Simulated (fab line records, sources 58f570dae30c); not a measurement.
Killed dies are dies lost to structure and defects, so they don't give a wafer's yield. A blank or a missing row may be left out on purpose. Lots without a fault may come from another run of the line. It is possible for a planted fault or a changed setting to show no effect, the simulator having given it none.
The same fault as seen by 2 desks ; flow berkeley cmos170 ; each desk has only its own numbers; what lay behind them comes last

METROLOGY DESK
What the gauges read, lot by lot, whatever tool the lot ran on: means of the sampled wafers that have a number. Any lot whose mean is over 4 standard deviations away from the usual mean is out of limits and marked OUT; that distance is given in the brackets.
Columns: A = NWELL_OVL at UCB170_NWELL_OVL_MEAS_12, usual -4 nm; B = cd nm at UCB170_ACTIVE_CD_MEAS_90, usual 1200.2 nm; C = PFIELD_TW at UCB170_PFIELD_TW_MEAS_09, usual 603
lot;first seen here;A;B;C
L582;day 2 12:02;-6;1200.5;605
L583;day 2 12:06;-7;1199.7;603
L586;day 3 05:57;-7;1200.0;607
L588;day 3 22:19;-9;1199.4;602
L590;day 4 03:52;-5;1200.5;603
L591;day 4 10:13;3;1202.3;605
L593;day 4 20:38;0;1199.6;603
L592;day 4 20:54;-5;1200.8;603
L594;day 5 06:29;-8;1200.4;610
L595;day 5 07:30;3;1203.0;608
L599;day 6 01:55;-6;1200.7;604
L601;day 6 11:22;1;1200.8;584 (-4.4) OUT
L604;day 6 19:46;3;1200.2;609
L603;day 6 19:50;-5;1198.9;595
L605;day 7 08:01;-4;1201.0;588
This desk reports L601 out of limits; the earliest was L601 at day 8 21:23 (PFIELD_TW at UCB170_PFIELD_TW_MEAS_09). L582, L583, L586, L588, L590, L591, L593, L592, L594, L595, L599, L604, L603, L605: within limits.

FOR THE TOOL OWNER'S DESK: implanter-03
The tool's own readings at UCB170_PFIELD_IMPLANT_07, given as means over the sampled wafers that have a number, one for each lot that went through this tool. Any lot whose mean is over 4 standard deviations away from the usual mean is out of limits and marked OUT; that distance is given in the brackets.
Columns: A = beam energy keV at UCB170_PFIELD_IMPLANT_07, usual 79.999
lot;first seen here;A
L590;day 6 12:05;80.001
L588;day 6 12:17;79.991
L591;day 6 21:56;79.998
L593;day 7 02:40;79.977
L595;day 7 19:16;80.014
L601;day 8 21:08;69.443 (-99 or more) OUT
L603;day 9 08:26;69.475 (-99 or more) OUT
L605;day 9 15:11;69.473 (-99 or more) OUT
This desk's finding: out of limits on L601, L603, L605; first on L601, day 8 21:08 (beam energy keV at UCB170_PFIELD_IMPLANT_07). L590, L588, L591, L593, L595: within limits.

PUT TOGETHER
An alarm could have come from the tool owner's desk at day 8 21:08, on L601, L603, L605.
Metrology desk: alarm possible at day 8 21:23 on L601.
The metrology desk holds a record of L603, L605, inside its limits.
Of the lots named, all ran UCB170_PFIELD_IMPLANT_07 on implanter-03.

WHAT THE SIMULATOR HAD PUT IN
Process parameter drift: implanter-03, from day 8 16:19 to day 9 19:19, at UCB170_PFIELD_IMPLANT_07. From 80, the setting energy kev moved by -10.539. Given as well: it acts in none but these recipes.
Struck lots among those shown: L601, L603, L605.
Delay (hours) between the fault's onset and each desk's first out-of-limits reading: 5 at the tool owner's desk, 5 at the metrology desk.
